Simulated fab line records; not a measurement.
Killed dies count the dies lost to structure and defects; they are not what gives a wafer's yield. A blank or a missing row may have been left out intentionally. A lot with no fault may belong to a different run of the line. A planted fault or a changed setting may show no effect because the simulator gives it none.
Commonality check across tools / flow berkeley_cmos170 / Sample size 9 lots and 27 wafers

== WHY THIS WAS OPENED ==
UCB170_PSD_TW_MEAS_10, reading PSD_TW: flagged on 4 of 9 lots. No-fault wafers: 2330, standard deviation 14.
Rule: a lot gets a flag if all its wafers with a number sit over 4 standard deviations from that mean, or if no wafer of it has a number. The other lots count as sound.

lot=L601; measured=day 7 23:23; on=film_metro-01; PSD_TW, wafer by wafer=2316 2322 2314; flag=
lot=L602; measured=day 7 23:31; on=film_metro-02; PSD_TW, wafer by wafer=2340 2350 2356; flag=
lot=L600; measured=day 7 23:55; on=film_metro-01; PSD_TW, wafer by wafer=2333 2323 2314; flag=
lot=L604; measured=day 8 12:26; on=film_metro-01; PSD_TW, wafer by wafer=2315 2314 2306; flag=
lot=L603; measured=day 8 12:46; on=film_metro-01; PSD_TW, wafer by wafer=2306 2317 2315; flag=
lot=L605; measured=day 8 19:42; on=film_metro-04; PSD_TW, wafer by wafer=2967 2982 2960; flag=FLAGGED
lot=L606; measured=day 8 19:49; on=film_metro-02; PSD_TW, wafer by wafer=3010 3019 3021; flag=FLAGGED
lot=L607; measured=day 8 20:05; on=film_metro-01; PSD_TW, wafer by wafer=2965 2974 2979; flag=FLAGGED
lot=L608; measured=day 9 08:04; on=film_metro-04; PSD_TW, wafer by wafer=2992 2998 3009; flag=FLAGGED
Average over the flagged lots: 2990; offset from the usual +660, equal to +47 standard deviations.

== LOT BY LOT: THE TOOL USED ==
The record holds 2 process steps before the reading, out of a route of 331 steps. Cell contents, in order: the tool; ch with the chambers the sampled wafers went through; the start.
lot=L601; flag=; UCB170_PSD_IMPLANT_08=implanter-01 ch 0, day 7 23:08; UCB170_PSD_STRIP_09=plasma_asher-04 ch 0,1, day 7 23:17
lot=L602; flag=; UCB170_PSD_IMPLANT_08=implanter-04 ch 0, day 7 23:17; UCB170_PSD_STRIP_09=plasma_asher-01 ch 0,1, day 7 23:25
lot=L600; flag=; UCB170_PSD_IMPLANT_08=implanter-02 ch 0, day 7 23:40; UCB170_PSD_STRIP_09=plasma_asher-04 ch 0,1, day 7 23:48
lot=L604; flag=; UCB170_PSD_IMPLANT_08=implanter-02 ch 0, day 8 12:13; UCB170_PSD_STRIP_09=plasma_asher-01 ch 0,1, day 8 12:20
lot=L603; flag=; UCB170_PSD_IMPLANT_08=implanter-02 ch 0, day 8 12:31; UCB170_PSD_STRIP_09=plasma_asher-03 ch 0,1, day 8 12:40
lot=L605; flag=FLAGGED; UCB170_PSD_IMPLANT_08=implanter-02 ch 0, day 8 19:28; UCB170_PSD_STRIP_09=plasma_asher-04 ch 0,1, day 8 19:35
lot=L606; flag=FLAGGED; UCB170_PSD_IMPLANT_08=implanter-01 ch 0, day 8 19:36; UCB170_PSD_STRIP_09=plasma_asher-01 ch 0,1, day 8 19:44
lot=L607; flag=FLAGGED; UCB170_PSD_IMPLANT_08=implanter-02 ch 0, day 8 19:51; UCB170_PSD_STRIP_09=plasma_asher-04 ch 0,1, day 8 19:58
lot=L608; flag=FLAGGED; UCB170_PSD_IMPLANT_08=implanter-04 ch 0, day 9 07:50; UCB170_PSD_STRIP_09=plasma_asher-01 ch 0,1, day 9 07:59
What is done by these steps:
- UCB170_PSD_IMPLANT_08
- UCB170_PSD_STRIP_09: strips in O2.
- UCB170_PSD_TW_MEAS_10

== FLAGGED AGAINST TOTAL, ONE TOOL AT A TIME (gauges that did the reading follow at the end) ==
step=UCB170_PSD_IMPLANT_08; tool=implanter-01; lots run=2; flagged=1; share of the flagged lots=some; sound lots run after its first flagged lot=0
step=UCB170_PSD_IMPLANT_08; tool=implanter-02; lots run=5; flagged=2; share of the flagged lots=some; sound lots run after its first flagged lot=0
step=UCB170_PSD_IMPLANT_08; tool=implanter-04; lots run=2; flagged=1; share of the flagged lots=some; sound lots run after its first flagged lot=0
step=UCB170_PSD_STRIP_09; tool=plasma_asher-01; lots run=4; flagged=2; share of the flagged lots=some; sound lots run after its first flagged lot=0
step=UCB170_PSD_STRIP_09; tool=plasma_asher-03; lots run=1; flagged=0; share of the flagged lots=none; sound lots run after its first flagged lot=-
step=UCB170_PSD_STRIP_09; tool=plasma_asher-04; lots run=4; flagged=2; share of the flagged lots=some; sound lots run after its first flagged lot=0
step=UCB170_PSD_TW_MEAS_10; tool=film_metro-01; lots run=5; flagged=1; share of the flagged lots=some; sound lots run after its first flagged lot=0
step=UCB170_PSD_TW_MEAS_10; tool=film_metro-02; lots run=2; flagged=1; share of the flagged lots=some; sound lots run after its first flagged lot=0
step=UCB170_PSD_TW_MEAS_10; tool=film_metro-04; lots run=2; flagged=2; share of the flagged lots=some; sound lots run after its first flagged lot=0

== WHAT THE TABLE PERMITS ==
No row of the table ran every flagged lot.

== WHAT THE SIMULATOR HAD INSERTED ==
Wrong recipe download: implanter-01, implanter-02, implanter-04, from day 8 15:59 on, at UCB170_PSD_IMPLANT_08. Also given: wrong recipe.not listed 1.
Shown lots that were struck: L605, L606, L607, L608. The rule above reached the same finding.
